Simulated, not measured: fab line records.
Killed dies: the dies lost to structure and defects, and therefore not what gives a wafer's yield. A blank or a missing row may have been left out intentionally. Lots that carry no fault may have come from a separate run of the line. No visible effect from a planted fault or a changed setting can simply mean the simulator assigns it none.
fab line records	flow rit-cmos
[record] lots = 15	wafers = 45	last-day = 7
route steps=202 shown GATE@85 NLDD@113 M1@190
lots that met no fault: taken from a fault-free run of the same line
start-h: hours from the record's opening day to when the first of the lot's shown wafers began	wait-h: time in hours since the lot's previous step	" the same as in the row above	L1.1+2: a single row standing in for several wafers	- no value, or no start given	* or withheld: withheld	< > ~ a bound
route shown NAME@n: a module of which the file shows steps, and the number in the route of the first	usual: mean/standard deviation of fault-free wafers	same: alike in all rows	chamber/n: place in a boat	sites: readings site by site	_std_site: the standard deviation of these	_edge_site: mean of outer sites minus mean of inner sites	radius-mm: for every site, how far away it sits from the centre of the wafer	mask NAME#n: copy n	behind: the tool/chamber that last shaped the wafer	hold: cause of the lot's hold/its duration in hours/its outcome	device: which transistor (n, p or np) failed to switch	end of line: at the end of the route, the tests of the same wafers	step lacking rows: just its recipe	killed: at the first sort, the dies lost to defects and structure; wafer yield is something else	map: a wafer's dies, x killed, . not, _ none there
set.NAME: the setting that was run; set.NAME@STEP: the one run at that earlier step	model.NAME: the simulator's own value behind a step, which no gauge read
steps of the route over a sample of lots; a table a step, a row a wafer
services: from which hour (start-h, from the record's first day; less than 0 if before it) a tool's chamber was out of use, for how many hours, and why
[[steps]]
[step RIT_GATE_THK_MEAS_09]
[recipe] reads = poly-Si_of_GATE_CVD_08
[usual] GATE_POLY_THK = 244.1/2
lot.wafer	tool	chamber	start-h	wait-h	GATE_POLY_THK[nm]
L862.1	film-metro-03	-	40.15	0.0	246.6
L862.3	"	-	"	"	244.5
L862.6	"	-	"	"	246.7
L864.2	film-metro-01	-	52.26	0.0	245.0
L864.3	"	-	"	"	243.0
L864.5	"	-	"	"	243.0
L865.1	film-metro-03	-	58.75	0.0	243.7
L865.4	"	-	"	"	243.4
L865.6	"	-	"	"	243.2
L866.3	film-metro-01	-	60.59	0.0	243.1
L866.4	"	-	"	"	244.5
L866.5	"	-	"	"	246.1
L867.2	film-metro-04	-	64.62	0.0	243.5
L867.5	"	-	"	"	242.2
L867.6	"	-	"	"	242.1
L868.1	film-metro-03	-	71.37	0.0	245.9
L868.3	"	-	"	"	247.2
L868.4	"	-	"	"	246.3
L869.1	film-metro-01	-	76.43	0.0	246.2
L869.2	"	-	"	"	244.6
L869.4	"	-	"	"	246.5
L871.3	film-metro-04	-	85.21	0.0	240.0
L871.4	"	-	"	"	240.4
L871.6	"	-	"	"	240.9
L872.4	film-metro-04	-	90.80	0.0	243.1
L872.5	"	-	"	"	245.3
L872.6	"	-	"	"	243.7
L873.3	film-metro-03	-	97.65	0.0	246.0
L873.4	"	-	"	"	246.1
L873.5	"	-	"	"	244.5
L874.2	film-metro-03	-	100.68	0.0	240.9
L874.3	"	-	"	"	243.0
L874.5	"	-	"	"	244.3
L875.1	film-metro-04	-	105.63	0.0	246.3
L875.2	"	-	"	"	246.1
L875.5	"	-	"	"	245.0
L876.3	film-metro-04	-	111.67	0.0	245.7
L876.4	"	-	"	"	247.6
L876.5	"	-	"	"	246.4
L877.3	film-metro-04	-	118.53	0.0	246.8
L877.4	"	-	"	"	243.7
L877.5	"	-	"	"	245.3
L881.1	film-metro-04	-	138.87	0.0	243.9
L881.2	"	-	"	"	245.3
L881.4	"	-	"	"	243.2
[step RIT_NLDD_TW_MEAS_10]
[usual] NLDD_TW = 2478/14
lot.wafer	tool	chamber	start-h	wait-h	NLDD_TW
L862.1	film-metro-01	-	46.23	0.1	2466
L862.3	"	-	"	"	2456
L862.6	"	-	"	"	2466
L864.2	film-metro-01	-	58.25	0.1	2470
L864.3	"	-	"	"	2465
L864.5	"	-	"	"	2453
L865.1	film-metro-02	-	65.37	0.1	2499
L865.4	"	-	"	"	2480
L865.6	"	-	"	"	2488
L866.3	film-metro-01	-	67.84	0.1	2453
L866.4	"	-	"	"	2452
L866.5	"	-	"	"	2457
L867.2	film-metro-02	-	70.90	0.1	2497
L867.5	"	-	"	"	2496
L867.6	"	-	"	"	2494
L868.1	film-metro-02	-	78.14	0.1	2482
L868.3	"	-	"	"	2475
L868.4	"	-	"	"	2485
L869.1	film-metro-02	-	82.71	0.1	2482
L869.2	"	-	"	"	2487
L869.4	"	-	"	"	2499
L871.3	film-metro-03	-	91.34	0.1	2478
L871.4	"	-	"	"	2465
L871.6	"	-	"	"	2476
L872.4	film-metro-03	-	97.53	0.1	2454
L872.5	"	-	"	"	2453
L872.6	"	-	"	"	2462
L873.3	film-metro-03	-	103.85	0.1	2466
L873.4	"	-	"	"	2457
L873.5	"	-	"	"	2465
L874.2	film-metro-02	-	107.81	0.1	2500
L874.3	"	-	"	"	2505
L874.5	"	-	"	"	2484
L875.1	film-metro-01	-	111.69	0.1	2461
L875.2	"	-	"	"	2469
L875.5	"	-	"	"	2480
L876.3	film-metro-01	-	117.69	0.1	2469
L876.4	"	-	"	"	2476
L876.5	"	-	"	"	2467
L877.3	film-metro-03	-	124.52	0.1	2470
L877.4	"	-	"	"	2459
L877.5	"	-	"	"	2455
L881.1	film-metro-02	-	145.11	0.1	2495
L881.2	"	-	"	"	2469
L881.4	"	-	"	"	2494
[step RIT_M1_EXPOSE_06]
[recipe] mask-id = M12	na = 0.6	source-shape = conventional	sigma-outer = 0.5	target-cd-nm = 2600	dose-mj = 250
[usual] exposure-dose-mJ-cm2 = 251.66/0.27	focus-offset-nm = -0.1/0.54	reticle-temp-C = 22.99/0.1	stage-vel-mm-s = 500.00/0.25
lot.wafer	tool	chamber	start-h	wait-h	mask	exposure-dose-mJ-cm2	focus-offset-nm	reticle-temp-C	stage-vel-mm-s
L862.1	iline-stepper-01	0	58.36	0.1	M12#0	251.43	0.4	23.00	500.04
L862.3	"	0	"	"	M12#0	251.71	0.3	22.97	500.11
L862.6	"	0	"	"	M12#0	251.85	1.2	23.00	500.10
L864.2	iline-stepper-01	0	70.42	0.1	M12#0	251.77	-0.1	22.87	500.26
L864.3	"	0	"	"	M12#0	252.20	-0.5	22.95	500.44
L864.5	"	0	"	"	M12#0	251.76	0.1	22.97	500.18
L865.1	iline-stepper-01	0	77.50	0.1	M12#0	251.80	-0.4	23.05	500.07
L865.4	"	0	"	"	M12#0	251.78	0.0	22.99	499.68
L865.6	"	0	"	"	M12#0	251.78	-0.5	22.92	499.96
L866.3	iline-stepper-02	0	80.14	0.2	M12#0	251.31	0.1	22.96	499.70
L866.4	"	0	"	"	M12#0	251.41	-0.2	23.02	499.78
L866.5	"	0	"	"	M12#0	251.30	0.7	23.01	499.63
L867.2	iline-stepper-02	0	82.86	0.1	M12#0	251.66	0.5	23.20	499.80
L867.5	"	0	"	"	M12#0	251.25	0.8	22.87	500.20
L867.6	"	0	"	"	M12#0	251.58	0.3	22.97	499.87
L868.1	iline-stepper-01	0	90.28	0.2	M12#0	251.67	-0.1	23.18	499.97
L868.3	"	0	"	"	M12#0	251.82	-0.2	23.04	499.93
L868.4	"	0	"	"	M12#0	251.04	-0.5	22.92	499.99
L869.1	iline-stepper-01	0	94.37	0.1	M12#0	251.18	-0.1	23.14	500.23
L869.2	"	0	"	"	M12#0	251.70	0.4	22.97	499.92
L869.4	"	0	"	"	M12#0	251.30	0.3	22.92	499.75
L871.3	iline-stepper-01	0	104.14	0.1	M12#0	251.82	0.0	22.98	500.00
L871.4	"	0	"	"	M12#0	252.05	0.4	23.17	499.80
L871.6	"	0	"	"	M12#0	251.83	0.6	23.15	500.09
L872.4	iline-stepper-02	0	110.57	0.2	M12#0	251.85	0.2	22.94	500.21
L872.5	"	0	"	"	M12#0	251.86	-0.1	22.97	500.20
L872.6	"	0	"	"	M12#0	251.89	0.2	22.92	499.85
L873.3	iline-stepper-01	0	116.88	0.2	M12#0	251.90	-0.7	23.03	499.53
L873.4	"	0	"	"	M12#0	252.01	-1.0	23.03	500.17
L873.5	"	0	"	"	M12#0	251.94	-0.7	22.95	499.95
L874.2	iline-stepper-02	0	121.62	0.2	M12#0	252.12	0.1	23.08	499.94
L874.3	"	0	"	"	M12#0	251.83	-0.8	22.98	500.22
L874.5	"	0	"	"	M12#0	252.36	-0.5	22.96	499.88
L875.1	iline-stepper-01	-	124.77	0.2	M12#0	-	-	-	-
L875.2	"	-	"	"	M12#0	-	-	-	-
L875.5	"	-	"	"	M12#0	-	-	-	-
L876.3	iline-stepper-02	-	132.48	0.2	M12#0	-	-	-	-
L876.4	"	-	"	"	M12#0	-	-	-	-
L876.5	"	-	"	"	M12#0	-	-	-	-
L877.3	iline-stepper-01	-	139.05	0.2	M12#0	-	-	-	-
L877.4	"	-	"	"	M12#0	-	-	-	-
L877.5	"	-	"	"	M12#0	-	-	-	-
L881.1	iline-stepper-01	0	158.83	0.1	M12#0	251.36	-0.3	23.05	500.25
L881.2	"	0	"	"	M12#0	251.56	0.9	23.14	500.18
L881.4	"	0	"	"	M12#0	251.61	-0.9	22.83	499.97
[step RIT_M1_BOW_MEAS_16]
[recipe] mode = bow
[usual] M1_BOW = 16/6.7
lot.wafer	tool	chamber	start-h	wait-h	M1_BOW[um]
L862.1	film-metro-02	-	61.40	0.0	16
L862.3	"	-	"	"	24
L862.6	"	-	"	"	16
L864.2	film-metro-03	-	73.45	0.0	22
L864.3	"	-	"	"	28
L864.5	"	-	"	"	14
L865.1	film-metro-02	-	80.52	0.0	22
L865.4	"	-	"	"	1
L865.6	"	-	"	"	14
L866.3	film-metro-01	-	83.11	0.0	15
L866.4	"	-	"	"	6
L866.5	"	-	"	"	24
L867.2	film-metro-01	-	85.83	0.0	4
L867.5	"	-	"	"	13
L867.6	"	-	"	"	4
L868.1	film-metro-03	-	93.38	0.0	25
L868.3	"	-	"	"	21
L868.4	"	-	"	"	16
L869.1	film-metro-02	-	97.47	0.0	14
L869.2	"	-	"	"	10
L869.4	"	-	"	"	4
L871.3	film-metro-03	-	107.14	0.0	17
L871.4	"	-	"	"	20
L871.6	"	-	"	"	25
L872.4	film-metro-02	-	113.76	0.1	18
L872.5	"	-	"	"	18
L872.6	"	-	"	"	18
L873.3	film-metro-01	-	119.85	0.0	15
L873.4	"	-	"	"	18
L873.5	"	-	"	"	34
L874.2	film-metro-01	-	124.77	0.0	20
L874.3	"	-	"	"	25
L874.5	"	-	"	"	5
L875.1	film-metro-02	-	127.76	0.0	14
L875.2	"	-	"	"	24
L875.5	"	-	"	"	23
L876.3	film-metro-02	-	135.45	0.0	7
L876.4	"	-	"	"	9
L876.5	"	-	"	"	6
L877.3	film-metro-02	-	142.21	0.0	23
L877.4	"	-	"	"	26
L877.5	"	-	"	"	11
L881.1	film-metro-03	-	161.80	0.0	13
L881.2	"	-	"	"	19
L881.4	"	-	"	"	20
[[services]]
tool	chamber	start-h	hours	kind
iline-stepper-02	-	35.18	1.7	pm
iline-stepper-01	-	91.27	1.7	pm
[[key]]
[first-sign] step = RIT_M1_EXPOSE_06	reading = tool-record	direction = missing
effect none on later readings
met-at RIT_M1_EXPOSE_06
struck-lots L875,L876,L877
later-rows-left-out L875.1,L875.2,L875.5,L876.3,L876.4,L876.5,L877.3,L877.4,L877.5
sort-left-out L875.1,L875.2,L875.5,L876.3,L876.4,L876.5,L877.3,L877.4,L877.5
not-acting-at RIT_GATE_THK_MEAS_09,RIT_NLDD_TW_MEAS_10,RIT_M1_BOW_MEAS_16
onset-between 121.62 124.77
[fault] kind = skipped-step-whole	tool = iline-stepper-01,iline-stepper-02	chamber = -	onset-h = 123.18	steps = RIT_M1_EXPOSE_06	scope = struck-lots-only
// sort-left-out: the simulated sort isn't trusted on such a fault, so these wafers' sort isn't shown, and their yield isn't known
// later-rows-left-out: the simulator's readings of these wafers behind a module that went badly wrong aren't trusted and aren't shown, but for the sort
